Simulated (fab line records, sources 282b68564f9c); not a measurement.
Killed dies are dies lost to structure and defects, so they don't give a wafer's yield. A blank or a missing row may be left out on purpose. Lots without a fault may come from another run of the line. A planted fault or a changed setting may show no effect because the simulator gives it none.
A struck lot beside a sound one | flow rit_cmos | 19 steps out of a route of 202
Sound: wafers L984.2, L984.3, L984.6. Struck: wafers L997.3, L997.5, L997.6. The cause comes at the end.
At each step with rows: each side's tool, then ch and its chambers, then its first start. Under that, the readings that differ: sound wafers | struck wafers | difference of the means | sigmas: that difference in standard deviations of wafers without a fault.
alike: readings whose means differ by less than 2 such deviations, and words and numbers that are the same on both sides. not compared: withheld readings, readings that some wafer has no value for, bounds like >300 that may hide the same value, and numbers for which the record gives no deviation and whose values overlap.
The two part at a step that has a row with sigmas, a row that says differs or no value, or rows on one side only. Numbers that don't overlap but have no deviation are shown without sigmas and don't part them. A reading that every wafer of one side lacks parts them only if that side has two wafers or more.

RIT_CONTACT_STRIP_12: strips in O2, time 180 s.
  sound on plasma_asher-01 ch 0,1, day 4 07:58; struck on plasma_asher-02 ch 0,1, day 7 06:50
  alike: drypump_motor_current_A
  not compared: rf_hours_counter_h
RIT_CONTACT_CD_MEAS_90: target cd 1000 nm.
  sound on cd_sem-01, day 4 08:10; struck on cd_sem-02, day 7 06:59
  reading    | sound                | struck            | difference | sigmas
  cd_nm (nm) | 1002.1 1002.1 1000.5 | 998.4 995.9 996.5 | -4.6       | -2
then, 2 steps without rows for these wafers: RIT_CONTACT_CLEAN_13 (cleans in SC1, time 600 s); RIT_CONTACT_CLEAN_14 (cleans in SC2, time 600 s).
RIT_M1_SPUTTER_00: material Al, target thk 400 nm, time 522.8 s.
  sound on pvd_sputter-02, day 4 08:37; struck on pvd_sputter-03, day 7 07:25
  alike: throttle_valve_pct
RIT_M1_RS_MEAS_01: measures by four-point-probe.
  sound on film_metro-01, day 4 08:56; struck on film_metro-04, day 7 07:46
  alike: M1_AL_RS
RIT_M1_THK_MEAS_02: measures by xrf.
  sound on film_metro-01, day 4 09:02; struck on film_metro-04, day 7 07:52
  alike: M1_AL_THK
then, 5 steps without rows for these wafers: RIT_M1_HMDS_03 (prime time 60 s); RIT_M1_COAT_04 (resist thk 1300 nm); RIT_M1_SOFTBAKE_05 (time 60 s); RIT_M1_EXPOSE_06 (exposes mask M12, target cd 2600 nm); RIT_M1_PEB_07.
RIT_M1_DEVELOP_08: develop time 68 s.
  sound on litho_track-04 ch 0, day 4 09:00; struck on litho_track-04 ch 0, day 7 08:00
  alike: chill_plate_temp_C
RIT_M1_CD_MEAS_09: target cd 2600 nm.
  sound on cd_sem-02, day 4 09:59; struck on cd_sem-02, day 7 08:56
  reading    | sound                | struck               | difference | sigmas
  cd_nm (nm) | 2602.3 2603.2 2601.0 | 2656.9 2657.1 2658.1 | +55.2      | +26
RIT_M1_OVL_MEAS_10:
  sound on overlay-01, day 4 10:06; struck on overlay-02, day 7 09:02
  alike: M1_OVL
then, 1 step without rows for these wafers: RIT_M1_HARDBAKE_11 (time 120 s).
RIT_M1_METAL_ETCH_12: etches Al in Cl2/BCl3, stops on SiO2, time 165 s, target depth 600 nm.
  sound on rie_metal-03 ch 1, day 4 10:23; struck on rie_metal-01 ch 0,1, day 7 09:22
  reading             | sound          | struck         | difference | sigmas
  model.M1.cd_nm (nm) | 2600 2602 2598 | 2658 2657 2656 | +57        |
  alike: drypump_motor_current_A, oes_product_au, throttle_valve_pct
  not compared: rf_hours_counter_h
then, 1 step without rows for these wafers: RIT_M1_STRIP_13 (strips in nmp, time 600 s).
RIT_M1_PROBE_99:
  sound on prober-02, day 4 12:41; struck on prober-01, day 7 11:40
  reading                      | sound          | struck         | difference | sigmas
  model.etest.m1.width_nm (nm) | 2601 2595 2603 | 2664 2663 2654 | +61        |
  alike: defect_limited_yield, killed_at_M0_to_M3, killed_at_contacts, killed_at_front_end, killed_dies, killed_open, killed_short, sort_bin_3_pad_short, sort_bin_5_function, sort_bin_6_memory, sort_n_pass, sort_yield_pct

WHERE THEY PART
First at RIT_CONTACT_CD_MEAS_90; last, within this record, at RIT_M1_CD_MEAS_09. Later steps at which nothing parts them and some readings are alike: RIT_M1_OVL_MEAS_10, RIT_M1_METAL_ETCH_12, RIT_M1_PROBE_99.

WHY: what the simulator had put in
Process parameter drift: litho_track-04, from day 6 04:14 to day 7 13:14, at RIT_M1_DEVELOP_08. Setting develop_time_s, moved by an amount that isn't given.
